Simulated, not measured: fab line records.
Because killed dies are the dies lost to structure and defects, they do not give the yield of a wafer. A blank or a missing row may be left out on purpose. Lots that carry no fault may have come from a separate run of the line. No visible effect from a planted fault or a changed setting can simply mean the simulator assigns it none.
fab line records -- flow ritCmos -- part 1 of 2: steps 1 to 31 of 42
[record] lots = 5, wafers = 15, lastDay = 7
route steps=202 shown NSD@141 PSD@142 SDANNEAL@153 PLDD@159 NLDD@160 SILICIDE@161 CONTACT@168
lots untouched by any fault: they come from a run of this same line in which no faults occurred
startH: hours from the record's first day to the start of the lot's first wafer shown -- waitH: how many hours have passed since the lot's step before this one -- " identical to the entry in the row above -- L1.1+2: a row that stands for several wafers -- - no value, or no start was given -- * or withheld: withheld -- < > ~ a bound
route shown NAME@n: names a module that has steps shown in the file, with the first one's number in the route -- usual: mean/standard deviation of fault-free wafers -- same: alike in all rows -- chamber/n: place in a boat -- sites: readings site by site -- _std_site: standard deviation of those values -- _edge_site: the outer-site mean with the inner-site mean subtracted -- radiusMm: for every site, how far away it sits from the centre of the wafer -- mask NAME#n: copy n -- behind: the most recent tool/chamber to have shaped the wafer -- hold: why the lot went on hold/how many hours it stayed there/how the hold came to an end -- device: which transistor (n, p or np) failed to switch -- end of line: the same wafers' tests at the end of the route -- where a step has no rows: the recipe by itself -- killed: dies that structure and defects cost at the first sort, which is not the same as the wafer's yield -- map: dies across one wafer; x = killed, . = not, _ = none there
set.NAME: setting as actually run; set.NAME@STEP: the setting as run at that earlier step -- model.NAME: the simulator's own value behind a step, which no gauge read
lots seen at some steps along the route; tables by step, rows by wafer
services: a tool's chamber out of use, with start hour (startH, from the record's first day; less than 0 if before it), hours out, and reason
[[steps]]
[step RIT_NSD_TW_MEAS_10]
[usual] NSD_TW = 3098/23
lot.wafer,tool,chamber,startH,waitH,NSD_TW
L079.1,filmMetro-01,-,81.29,0.1,3116
L079.4,filmMetro-01,-,81.29,0.1,3126
L079.6,filmMetro-01,-,81.29,0.1,3125
L085.2,filmMetro-01,-,107.99,0.1,3105
L085.4,filmMetro-01,-,107.99,0.1,3105
L085.6,filmMetro-01,-,107.99,0.1,3101
L089.1,filmMetro-04,-,129.81,0.1,3066
L089.2,filmMetro-04,-,129.81,0.1,3069
L089.5,filmMetro-04,-,129.81,0.1,3046
L096.2,filmMetro-01,-,163.27,0.1,3138
L096.3,filmMetro-01,-,163.27,0.1,3115
L096.5,filmMetro-01,-,163.27,0.1,3116
L097.3,filmMetro-03,-,167.82,0.1,3112
L097.4,filmMetro-03,-,167.82,0.1,3138
L097.5,filmMetro-03,-,167.82,0.1,3136
[step RIT_PSD_HMDS_00]
[recipe] primeTimeS = 60, primeTempC = 140
lot.wafer,tool,chamber,startH,waitH
L079.1+4+6,lithoTrack-01,0,81.35,0.1
L085.2+4+6,lithoTrack-02,0,108.06,0.1
L089.1+2+5,lithoTrack-04,0,129.87,0.1
L096.2+3+5,lithoTrack-01,0,163.35,0.1
L097.3+4+5,lithoTrack-01,0,167.91,0.1
[step RIT_PSD_COAT_01]
[recipe] resist = NOVOLAK, spinRpm = 3250, resistThkNm = 1000
lot.wafer,tool,chamber,startH,waitH
L079.1+4+6,lithoTrack-01,0,81.50,0.1
L085.2+4+6,lithoTrack-02,0,108.21,0.1
L089.1+2+5,lithoTrack-04,0,130.02,0.1
L096.2+3+5,lithoTrack-01,0,163.50,0.1
L097.3+4+5,lithoTrack-01,0,168.06,0.1
[step RIT_PSD_SOFTBAKE_02]
[recipe] resist = NOVOLAK, tempC = 90, timeS = 60
[usual] plateTempC = 89.98/0.12
lot.wafer,tool,chamber,startH,waitH,plateTempC
L079.1,lithoTrack-01,0,81.65,0.1,89.93
L079.4,lithoTrack-01,0,81.65,0.1,90.11
L079.6,lithoTrack-01,0,81.65,0.1,89.81
L085.2,lithoTrack-02,0,108.36,0.1,90.12
L085.4,lithoTrack-02,0,108.36,0.1,89.99
L085.6,lithoTrack-02,0,108.36,0.1,90.09
L089.1,lithoTrack-04,0,130.17,0.1,89.91
L089.2,lithoTrack-04,0,130.17,0.1,89.93
L089.5,lithoTrack-04,0,130.17,0.1,89.91
L096.2,lithoTrack-01,0,163.65,0.1,90.19
L096.3,lithoTrack-01,0,163.65,0.1,90.34
L096.5,lithoTrack-01,0,163.65,0.1,90.23
L097.3,lithoTrack-01,0,168.21,0.1,90.11
L097.4,lithoTrack-01,0,168.21,0.1,90.17
L097.5,lithoTrack-01,0,168.21,0.1,90.21
[step RIT_PSD_EXPOSE_03]
[recipe] maskId = M10, na = 0.57, targetCdNm = 40900, doseMj = 250
[usual] reticleTempC = 23.00/0.11
[same] na = 0.57
lot.wafer,tool,chamber,startH,waitH,mask,reticleTempC
L079.1,ilineStepper-02,0,81.80,0.1,M10#0,22.81
L079.4,ilineStepper-02,0,81.80,0.1,M10#0,22.83
L079.6,ilineStepper-02,0,81.80,0.1,M10#0,22.75
L085.2,ilineStepper-01,0,108.63,0.2,M10#0,22.74
L085.4,ilineStepper-01,0,108.63,0.2,M10#0,22.91
L085.6,ilineStepper-01,0,108.63,0.2,M10#0,22.94
L089.1,ilineStepper-02,0,130.33,0.1,M10#0,23.09
L089.2,ilineStepper-02,0,130.33,0.1,M10#0,23.14
L089.5,ilineStepper-02,0,130.33,0.1,M10#0,23.00
L096.2,ilineStepper-01,0,163.79,0.1,M10#0,22.97
L096.3,ilineStepper-01,0,163.79,0.1,M10#0,23.31
L096.5,ilineStepper-01,0,163.79,0.1,M10#0,23.14
L097.3,ilineStepper-02,0,168.56,0.3,M10#0,23.01
L097.4,ilineStepper-02,0,168.56,0.3,M10#0,22.92
L097.5,ilineStepper-02,0,168.56,0.3,M10#0,22.88
[step RIT_PSD_PEB_04]
[recipe] resist = NOVOLAK, tempC = withheld, timeS = withheld
lot.wafer,tool,chamber,startH,waitH
L079.1+4+6,lithoTrack-04,0,81.92,0.1
L085.2+4+6,lithoTrack-02,0,108.76,0.1
L089.1+2+5,lithoTrack-02,0,130.45,0.1
L096.2+3+5,lithoTrack-01,0,163.95,0.1
L097.3+4+5,lithoTrack-04,0,168.69,0.1
[step RIT_PSD_DEVELOP_05]
[recipe] resist = NOVOLAK, developTimeS = 50, devTempC = 23
lot.wafer,tool,chamber,startH,waitH
L079.1+4+6,lithoTrack-04,0,-,-
L085.2+4+6,lithoTrack-02,0,-,-
L089.1+2+5,lithoTrack-02,0,-,-
L096.2+3+5,lithoTrack-01,0,-,-
L097.3+4+5,lithoTrack-04,0,-,-
[step RIT_PSD_OVL_MEAS_06]
[usual] PSD_OVL = 0.3/1.2
lot.wafer,tool,chamber,startH,waitH,PSD_OVL[nm]
L079.1,overlay-02,-,82.20,-,0.4
L079.4,overlay-02,-,82.20,-,-2.0
L079.6,overlay-02,-,82.20,-,-0.4
L085.2,overlay-01,-,109.03,-,-0.7
L085.4,overlay-01,-,109.03,-,0.4
L085.6,overlay-01,-,109.03,-,-1.6
L089.1,overlay-01,-,130.73,-,1.0
L089.2,overlay-01,-,130.73,-,1.1
L089.5,overlay-01,-,130.73,-,0.5
L096.2,overlay-02,-,164.21,-,-3.1
L096.3,overlay-02,-,164.21,-,-2.7
L096.5,overlay-02,-,164.21,-,-1.7
L097.3,overlay-01,-,168.93,-,0.5
L097.4,overlay-01,-,168.93,-,1.3
L097.5,overlay-01,-,168.93,-,1.0
[step RIT_PSD_HARDBAKE_07]
[recipe] resist = NOVOLAK, tempC = 140, timeS = 60
[usual] plateTempC = 140.03/0.13
lot.wafer,tool,chamber,startH,waitH,plateTempC
L079.1,lithoTrack-04,0,82.24,0.0,140.12
L079.4,lithoTrack-04,0,82.24,0.0,140.04
L079.6,lithoTrack-04,0,82.24,0.0,139.93
L085.2,lithoTrack-01,0,109.08,0.0,140.11
L085.4,lithoTrack-01,0,109.08,0.0,140.01
L085.6,lithoTrack-01,0,109.08,0.0,139.99
L089.1,lithoTrack-02,0,130.77,0.0,139.96
L089.2,lithoTrack-02,0,130.77,0.0,140.06
L089.5,lithoTrack-02,0,130.77,0.0,139.89
L096.2,lithoTrack-04,0,164.27,0.0,140.14
L096.3,lithoTrack-04,0,164.27,0.0,139.97
L096.5,lithoTrack-04,0,164.27,0.0,139.94
L097.3,lithoTrack-01,0,169.01,0.1,140.10
L097.4,lithoTrack-01,0,169.01,0.1,139.86
L097.5,lithoTrack-01,0,169.01,0.1,139.88
[step RIT_PSD_IMPLANT_08]
[recipe] species = BF2, energyKev = 27, doseCm2 = 5e+15, tiltDeg = 7
[same] implantIonAmu = 49
lot.wafer,tool,chamber,startH,waitH
L079.1+4+6,implanter-03,0,82.39,0.1
L085.2+4+6,implanter-01,0,109.23,0.1
L089.1+2+5,implanter-02,0,130.92,0.1
L096.2+3+5,implanter-02,0,164.42,0.1
L097.3+4+5,implanter-03,0,169.16,0.1
[step RIT_PSD_STRIP_09]
[recipe] chemistry = O2, timeS = 180, resist = NOVOLAK, platenTempC = withheld, powerW = 500, pressureMtorr = 4000, o2FlowSccm = 4000
[usual] drypumpMotorCurrentA = 5.8/0.52
lot.wafer,tool,chamber,startH,waitH,drypumpMotorCurrentA,rfHoursCounterH
L079.1,plasmaAsher-03,1,82.54,0.1,6.7,46
L079.4,plasmaAsher-03,0,82.54,0.1,5.9,-
L079.6,plasmaAsher-03,0,82.54,0.1,5.9,-
L085.2,plasmaAsher-02,1,109.36,0.1,5.5,47
L085.4,plasmaAsher-02,1,109.36,0.1,5.5,-
L085.6,plasmaAsher-02,0,109.36,0.1,5.5,-
L089.1,plasmaAsher-01,1,131.07,0.1,5.1,45
L089.2,plasmaAsher-01,0,131.07,0.1,5.5,45
L089.5,plasmaAsher-01,0,131.07,0.1,5.5,-
L096.2,plasmaAsher-01,1,164.54,0.1,5.2,50
L096.3,plasmaAsher-01,0,164.54,0.1,5.5,-
L096.5,plasmaAsher-01,0,164.54,0.1,5.5,-
L097.3,plasmaAsher-02,1,169.31,0.1,5.5,-
L097.4,plasmaAsher-02,0,169.31,0.1,5.6,-
L097.5,plasmaAsher-02,1,169.31,0.1,5.5,-
[step RIT_PSD_TW_MEAS_10]
[usual] PSD_TW = 3409/24
lot.wafer,tool,chamber,startH,waitH,PSD_TW
L079.1,filmMetro-01,-,82.72,0.1,3419
L079.4,filmMetro-01,-,82.72,0.1,3414
L079.6,filmMetro-01,-,82.72,0.1,3427
L085.2,filmMetro-03,-,109.54,0.1,3451
L085.4,filmMetro-03,-,109.54,0.1,3414
L085.6,filmMetro-03,-,109.54,0.1,3430
L089.1,filmMetro-01,-,131.24,0.1,3435
L089.2,filmMetro-01,-,131.24,0.1,3425
L089.5,filmMetro-01,-,131.24,0.1,3433
L096.2,filmMetro-03,-,164.73,0.1,3422
L096.3,filmMetro-03,-,164.73,0.1,3438
L096.5,filmMetro-03,-,164.73,0.1,3423
L097.3,filmMetro-01,-,169.45,0.1,3413
L097.4,filmMetro-01,-,169.45,0.1,3445
L097.5,filmMetro-01,-,169.45,0.1,3430
[step RIT_SDANNEAL_CLEAN_00]
[recipe] chemistry = SC1, mix = 3:3:50, timeS = 600, tempC = 75
lot.wafer,tool,chamber,startH,waitH
L079.1+4+6,wetBench-01,3,82.78,0.1
L085.2+4+6,wetBench-04,2,109.59,0.0
L089.1+2+5,wetBench-03,3,131.30,0.1
L096.2+3+5,wetBench-01,2,164.78,0.0
L097.3+4+5,wetBench-01,3,169.49,0.0
[step RIT_SDANNEAL_CLEAN_01]
[recipe] chemistry = dHF, dilution = 50:1, timeS = 30
lot.wafer,tool,chamber,startH,waitH
L079.1+4+6,wetBench-03,1,82.95,0.0
L085.2+4+6,wetBench-03,0,109.80,0.0
L089.1+2+5,wetBench-01,2,131.48,0.0
L096.2+3+5,wetBench-04,2,164.95,0.0
L097.3+4+5,wetBench-03,1,169.70,0.0
[step RIT_SDANNEAL_CLEAN_02]
[recipe] chemistry = SC2, mix = 3:3:50, timeS = 600, tempC = 75, dry = n2Spin
lot.wafer,tool,chamber,startH,waitH
L079.1+4+6,wetBench-04,0,82.97,0.0
L085.2+4+6,wetBench-04,3,109.82,0.0
L089.1+2+5,wetBench-01,2,131.49,0.0
L096.2+3+5,wetBench-03,2,164.97,0.0
L097.3+4+5,wetBench-01,1,169.72,0.0
[step RIT_SDANNEAL_RTA_03]
[recipe] tempC = 1050, timeS = 5, idleTempC = 600, rampUpCPerS = 342, rampDownCPerS = 171, coolToC = 600, ambient = N2
[usual] chamberO2Ppm = 1.999/0.024, wafer_temp_C_max = 1053.5/1.1
lot.wafer,tool,chamber,startH,waitH,chamberO2Ppm,wafer_temp_C_max
L079.1,rtpAnneal-02,0,83.14,0.0,1.987,1052.7
L079.4,rtpAnneal-02,0,83.14,0.0,1.994,1053.2
L079.6,rtpAnneal-02,0,83.14,0.0,1.983,1053.7
L085.2,rtpAnneal-02,0,110.04,0.0,1.955,1054.0
L085.4,rtpAnneal-02,0,110.04,0.0,1.976,1053.0
L085.6,rtpAnneal-02,0,110.04,0.0,1.970,1053.5
L089.1,rtpAnneal-02,0,131.67,0.0,2.016,1053.8
L089.2,rtpAnneal-02,0,131.67,0.0,2.003,1052.6
L089.5,rtpAnneal-02,0,131.67,0.0,2.028,1053.0
L096.2,rtpAnneal-01,0,165.17,0.0,2.013,1054.0
L096.3,rtpAnneal-01,0,165.17,0.0,2.009,1052.2
L096.5,rtpAnneal-01,0,165.17,0.0,2.013,1055.0
L097.3,rtpAnneal-02,0,169.96,0.0,1.984,1053.0
L097.4,rtpAnneal-02,0,169.96,0.0,2.003,1053.5
L097.5,rtpAnneal-02,0,169.96,0.0,1.990,1052.1
[step RIT_SDANNEAL_RS_MEAS_04]
[recipe] thkMeasGauge = four-point-probe
[usual] PSD_RS = 115.9/0.34
lot.wafer,tool,chamber,startH,waitH,PSD_RS[ohm/sq]
L079.1,filmMetro-01,-,83.20,0.0,116.3
L079.4,filmMetro-01,-,83.20,0.0,116.0
L079.6,filmMetro-01,-,83.20,0.0,116.3
L085.2,filmMetro-03,-,110.10,0.1,115.3
L085.4,filmMetro-03,-,110.10,0.1,116.1
L085.6,filmMetro-03,-,110.10,0.1,115.7
L089.1,filmMetro-04,-,131.73,0.0,115.8
L089.2,filmMetro-04,-,131.73,0.0,116.0
L089.5,filmMetro-04,-,131.73,0.0,115.8
L096.2,filmMetro-04,-,165.24,0.1,115.6
L096.3,filmMetro-04,-,165.24,0.1,115.5
L096.5,filmMetro-04,-,165.24,0.1,115.3
L097.3,filmMetro-03,-,170.04,0.1,115.4
L097.4,filmMetro-03,-,170.04,0.1,115.3
L097.5,filmMetro-03,-,170.04,0.1,115.4
[step RIT_SDANNEAL_RS_MEAS_05]
[recipe] thkMeasGauge = four-point-probe
[usual] NSD_RS = 84.57/0.3
lot.wafer,tool,chamber,startH,waitH,NSD_RS[ohm/sq]
L079.1,filmMetro-01,-,83.32,0.1,85.03
L079.4,filmMetro-01,-,83.32,0.1,84.69
L079.6,filmMetro-01,-,83.32,0.1,85.09
L085.2,filmMetro-03,-,110.22,0.1,85.00
L085.4,filmMetro-03,-,110.22,0.1,84.74
L085.6,filmMetro-03,-,110.22,0.1,84.95
L089.1,filmMetro-04,-,131.85,0.1,84.50
L089.2,filmMetro-04,-,131.85,0.1,84.66
L089.5,filmMetro-04,-,131.85,0.1,84.70
L096.2,filmMetro-04,-,165.36,0.1,84.13
L096.3,filmMetro-04,-,165.36,0.1,84.13
L096.5,filmMetro-04,-,165.36,0.1,84.35
L097.3,filmMetro-03,-,170.16,0.1,84.07
L097.4,filmMetro-03,-,170.16,0.1,84.31
L097.5,filmMetro-03,-,170.16,0.1,84.26
[step RIT_SDANNEAL_RS_MEAS_06]
[recipe] thkMeasGauge = four-point-probe
[usual] PLDD_RS = 178.7/0.41
lot.wafer,tool,chamber,startH,waitH,PLDD_RS[ohm/sq]
L079.1,filmMetro-01,-,83.44,0.1,178.6
L079.4,filmMetro-01,-,83.44,0.1,179.1
L079.6,filmMetro-01,-,83.44,0.1,179.0
L085.2,filmMetro-03,-,110.34,0.1,178.1
L085.4,filmMetro-03,-,110.34,0.1,178.8
L085.6,filmMetro-03,-,110.34,0.1,178.2
L089.1,filmMetro-04,-,131.97,0.1,179.1
L089.2,filmMetro-04,-,131.97,0.1,178.5
L089.5,filmMetro-04,-,131.97,0.1,178.2
L096.2,filmMetro-04,-,165.48,0.1,178.2
L096.3,filmMetro-04,-,165.48,0.1,178.5
L096.5,filmMetro-04,-,165.48,0.1,178.1
L097.3,filmMetro-03,-,170.28,0.1,177.9
L097.4,filmMetro-03,-,170.28,0.1,178.6
L097.5,filmMetro-03,-,170.28,0.1,178.0
[step RIT_SDANNEAL_RS_MEAS_07]
[recipe] thkMeasGauge = four-point-probe
[usual] NLDD_RS = 151.5/0.45
lot.wafer,tool,chamber,startH,waitH,NLDD_RS[ohm/sq]
L079.1,filmMetro-01,-,83.56,0.1,151.1
L079.4,filmMetro-01,-,83.56,0.1,150.6
L079.6,filmMetro-01,-,83.56,0.1,150.8
L085.2,filmMetro-03,-,110.46,0.1,151.2
L085.4,filmMetro-03,-,110.46,0.1,151.1
L085.6,filmMetro-03,-,110.46,0.1,151.3
L089.1,filmMetro-04,-,132.09,0.1,150.7
L089.2,filmMetro-04,-,132.09,0.1,151.9
L089.5,filmMetro-04,-,132.09,0.1,151.5
L096.2,filmMetro-04,-,165.60,0.1,152.2
L096.3,filmMetro-04,-,165.60,0.1,152.1
L096.5,filmMetro-04,-,165.60,0.1,152.3
L097.3,filmMetro-03,-,170.40,0.1,151.8
L097.4,filmMetro-03,-,170.40,0.1,151.5
L097.5,filmMetro-03,-,170.40,0.1,151.7
[step RIT_SILICIDE_WET_ETCH_00]
[recipe] chemistry = BOE, target = SiO2, targetDepthNm = 14, timeS = 15, dry = n2Spin, dilution = 10:1, tempC = 21.5
lot.wafer,tool,chamber,startH,waitH
L079.1+4+6,wetBench-01,0,83.68,0.1
L085.2+4+6,wetBench-01,2,110.56,0.1
L089.1+2+5,wetBench-01,1,132.21,0.1
L096.2+3+5,wetBench-01,3,165.70,0.1
L097.3+4+5,wetBench-02,3,170.48,0.1
[step RIT_SILICIDE_SPUTTER_01]
[recipe] material = Ti, targetThkNm = 30, powerW = 350, chamberPressurePa = 0.667, gas = Ar, timeS = 240, substrateTempC = 25
[usual] throttleValvePct = 29.6/1
lot.wafer,tool,chamber,startH,waitH,throttleValvePct
L079.1,pvdSputter-04,-,83.69,0.0,28.1
L079.4,pvdSputter-04,-,83.69,0.0,29.3
L079.6,pvdSputter-04,-,83.69,0.0,29.1
L085.2,pvdSputter-04,-,110.58,0.0,29.8
L085.4,pvdSputter-04,-,110.58,0.0,28.2
L085.6,pvdSputter-04,-,110.58,0.0,28.3
L089.1,pvdSputter-03,-,132.22,0.0,28.5
L089.2,pvdSputter-03,-,132.22,0.0,29.9
L089.5,pvdSputter-03,-,132.22,0.0,30.7
L096.2,pvdSputter-03,-,165.71,0.0,30.9
L096.3,pvdSputter-03,-,165.71,0.0,30.0
L096.5,pvdSputter-03,-,165.71,0.0,28.5
L097.3,pvdSputter-02,-,170.49,0.0,30.9
L097.4,pvdSputter-02,-,170.49,0.0,30.5
L097.5,pvdSputter-02,-,170.49,0.0,29.5
[step RIT_SILICIDE_RS_MEAS_02]
[recipe] thkMeasGauge = four-point-probe, reads = Ti_of_SILICIDE_SPUTTER_01
[usual] SILICIDE_TI_RS = 47.7/0.71
lot.wafer,tool,chamber,startH,waitH,SILICIDE_TI_RS[ohm/sq]
L079.1,filmMetro-02,-,83.84,0.1,46.8
L079.4,filmMetro-02,-,83.84,0.1,46.7
L079.6,filmMetro-02,-,83.84,0.1,46.8
L085.2,filmMetro-03,-,110.75,0.1,47.2
L085.4,filmMetro-03,-,110.75,0.1,47.8
L085.6,filmMetro-03,-,110.75,0.1,47.3
L089.1,filmMetro-01,-,132.37,0.1,46.9
L089.2,filmMetro-01,-,132.37,0.1,47.2
L089.5,filmMetro-01,-,132.37,0.1,48.2
L096.2,filmMetro-02,-,165.88,0.1,48.5
L096.3,filmMetro-02,-,165.88,0.1,47.9
L096.5,filmMetro-02,-,165.88,0.1,47.5
L097.3,filmMetro-02,-,170.70,0.1,47.6
L097.4,filmMetro-02,-,170.70,0.1,47.3
L097.5,filmMetro-02,-,170.70,0.1,47.0
[step RIT_SILICIDE_THK_MEAS_03]
[recipe] thkMeasGauge = xrf, reads = Ti_of_SILICIDE_SPUTTER_01
[usual] SILICIDE_TI_THK = 30.3/0.37
lot.wafer,tool,chamber,startH,waitH,SILICIDE_TI_THK[nm]
L079.1,filmMetro-02,-,83.96,0.1,30.7
L079.4,filmMetro-02,-,83.96,0.1,30.7
L079.6,filmMetro-02,-,83.96,0.1,30.7
L085.2,filmMetro-03,-,110.86,0.1,30.4
L085.4,filmMetro-03,-,110.86,0.1,30.1
L085.6,filmMetro-03,-,110.86,0.1,30.5
L089.1,filmMetro-01,-,132.49,0.1,30.8
L089.2,filmMetro-01,-,132.49,0.1,30.6
L089.5,filmMetro-01,-,132.49,0.1,30.2
L096.2,filmMetro-02,-,165.99,0.1,30.1
L096.3,filmMetro-02,-,165.99,0.1,30.2
L096.5,filmMetro-02,-,165.99,0.1,30.3
L097.3,filmMetro-02,-,170.80,0.1,30.4
L097.4,filmMetro-02,-,170.80,0.1,30.5
L097.5,filmMetro-02,-,170.80,0.1,30.6
[step RIT_SILICIDE_RTA_04]
[recipe] tempC = 650, timeS = 10, idleTempC = 25, rampUpS = 5, rampDownS = 5, coolToC = 25, ambient = N2
[usual] chamberO2Ppm = 2.002/0.019, wafer_temp_C_max = 653.1/0.7
lot.wafer,tool,chamber,startH,waitH,chamberO2Ppm,wafer_temp_C_max
L079.1,rtpAnneal-01,0,84.02,0.1,2.011,652.8
L079.4,rtpAnneal-01,0,84.02,0.1,1.977,652.8
L079.6,rtpAnneal-01,0,84.02,0.1,1.990,653.0
L085.2,rtpAnneal-01,0,110.92,0.1,2.019,652.7
L085.4,rtpAnneal-01,0,110.92,0.1,1.971,653.8
L085.6,rtpAnneal-01,0,110.92,0.1,2.029,652.5
L089.1,rtpAnneal-01,0,132.55,0.1,1.977,652.7
L089.2,rtpAnneal-01,0,132.55,0.1,2.032,652.8
L089.5,rtpAnneal-01,0,132.55,0.1,1.980,653.2
L096.2,rtpAnneal-02,0,166.05,0.1,2.007,653.9
L096.3,rtpAnneal-02,0,166.05,0.1,1.986,653.9
L096.5,rtpAnneal-02,0,166.05,0.1,2.002,653.9
L097.3,rtpAnneal-01,0,170.86,0.1,1.959,653.9
L097.4,rtpAnneal-01,0,170.86,0.1,1.949,653.1
L097.5,rtpAnneal-01,0,170.86,0.1,1.967,652.1
[step RIT_SILICIDE_WET_ETCH_05]
[recipe] chemistry = SPM, target = Ti, tempC = 90, timeS = 120, dry = n2Spin
lot.wafer,tool,chamber,startH,waitH
L079.1+4+6,wetBench-04,2,84.09,0.1
L085.2+4+6,wetBench-01,2,110.97,0.0
L089.1+2+5,wetBench-02,3,132.62,0.1
L096.2+3+5,wetBench-01,1,166.11,0.0
L097.3+4+5,wetBench-02,2,170.91,0.0
[step RIT_SILICIDE_RTA_06]
[recipe] tempC = 750, timeS = 10, idleTempC = 25, rampUpS = 5, rampDownS = 10, coolToC = 25, ambient = N2
[usual] chamberO2Ppm = 2.001/0.02, wafer_temp_C_max = 753.5/0.79
lot.wafer,tool,chamber,startH,waitH,chamberO2Ppm,wafer_temp_C_max
L079.1,rtpAnneal-02,0,84.13,0.0,1.989,753.2
L079.4,rtpAnneal-02,0,84.13,0.0,2.004,753.0
L079.6,rtpAnneal-02,0,84.13,0.0,2.003,752.9
L085.2,rtpAnneal-02,0,111.03,0.0,2.015,754.5
L085.4,rtpAnneal-02,0,111.03,0.0,2.016,754.1
L085.6,rtpAnneal-02,0,111.03,0.0,1.993,753.9
L089.1,rtpAnneal-02,0,132.66,0.0,1.972,753.4
L089.2,rtpAnneal-02,0,132.66,0.0,1.990,753.3
L089.5,rtpAnneal-02,0,132.66,0.0,1.964,754.2
L096.2,rtpAnneal-01,0,166.16,0.0,1.970,753.2
L096.3,rtpAnneal-01,0,166.16,0.0,2.031,753.8
L096.5,rtpAnneal-01,0,166.16,0.0,2.015,752.7
L097.3,rtpAnneal-02,0,170.97,0.0,1.996,754.4
L097.4,rtpAnneal-02,0,170.97,0.0,2.016,755.0
L097.5,rtpAnneal-02,0,170.97,0.0,1.996,752.2
[step RIT_CONTACT_CVD_00]
[recipe] material = SiO2, targetThkNm = 400, precursor = TEOS, tempC = 390, timeS = 61, rfW = 400
[usual] heaterPowerW = 296/53
lot.wafer,tool,chamber,startH,waitH,heaterPowerW
L079.1,pecvd-02,0,84.20,0.1,276
L079.4,pecvd-02,2,84.20,0.1,326
L079.6,pecvd-02,1,84.20,0.1,326
L085.2,pecvd-02,0,111.09,0.0,300
L085.4,pecvd-02,2,111.09,0.0,254
L085.6,pecvd-02,0,111.09,0.0,319
L089.1,pecvd-04,1,132.73,0.1,224
L089.2,pecvd-04,2,132.73,0.1,358
L089.5,pecvd-04,2,132.73,0.1,358
L096.2,pecvd-03,1,166.22,0.0,232
L096.3,pecvd-03,0,166.22,0.0,358
L096.5,pecvd-03,1,166.22,0.0,163
L097.3,pecvd-04,2,171.02,0.0,343
L097.4,pecvd-04,2,171.02,0.0,348
L097.5,pecvd-04,0,171.02,0.0,376
[step RIT_CONTACT_THK_MEAS_01]
[recipe] reads = SiO2_of_CONTACT_CVD_00
[usual] CONTACT_TEOS_THK = 399/5.2
lot.wafer,tool,chamber,startH,waitH,CONTACT_TEOS_THK[nm]
L079.1,filmMetro-03,-,84.25,0.0,391
L079.4,filmMetro-03,-,84.25,0.0,394
L079.6,filmMetro-03,-,84.25,0.0,398
L085.2,filmMetro-02,-,111.15,0.0,394
L085.4,filmMetro-02,-,111.15,0.0,402
L085.6,filmMetro-02,-,111.15,0.0,405
L089.1,filmMetro-04,-,132.78,0.0,392
L089.2,filmMetro-04,-,132.78,0.0,393
L089.5,filmMetro-04,-,132.78,0.0,405
L096.2,filmMetro-04,-,166.28,0.0,399
L096.3,filmMetro-04,-,166.28,0.0,401
L096.5,filmMetro-04,-,166.28,0.0,404
L097.3,filmMetro-02,-,171.09,0.0,402
L097.4,filmMetro-02,-,171.09,0.0,403
L097.5,filmMetro-02,-,171.09,0.0,406
[step RIT_CONTACT_HMDS_02]
[recipe] primeTimeS = 60, primeTempC = 140
lot.wafer,tool,chamber,startH,waitH
L079.1+4+6,lithoTrack-02,0,84.32,0.1
L085.2+4+6,lithoTrack-02,0,111.22,0.1
L089.1+2+5,lithoTrack-02,0,132.84,0.1
L096.2+3+5,lithoTrack-03,0,166.36,0.1
L097.3+4+5,lithoTrack-02,0,171.27,0.2
[step RIT_CONTACT_COAT_03]
[recipe] resist = NOVOLAK, spinRpm = 3250, resistThkNm = 1000
lot.wafer,tool,chamber,startH,waitH
L079.1+4+6,lithoTrack-02,0,84.47,0.1
L085.2+4+6,lithoTrack-02,0,111.37,0.1
L089.1+2+5,lithoTrack-02,0,132.99,0.1
L096.2+3+5,lithoTrack-03,0,166.51,0.1
L097.3+4+5,lithoTrack-02,0,171.42,0.1
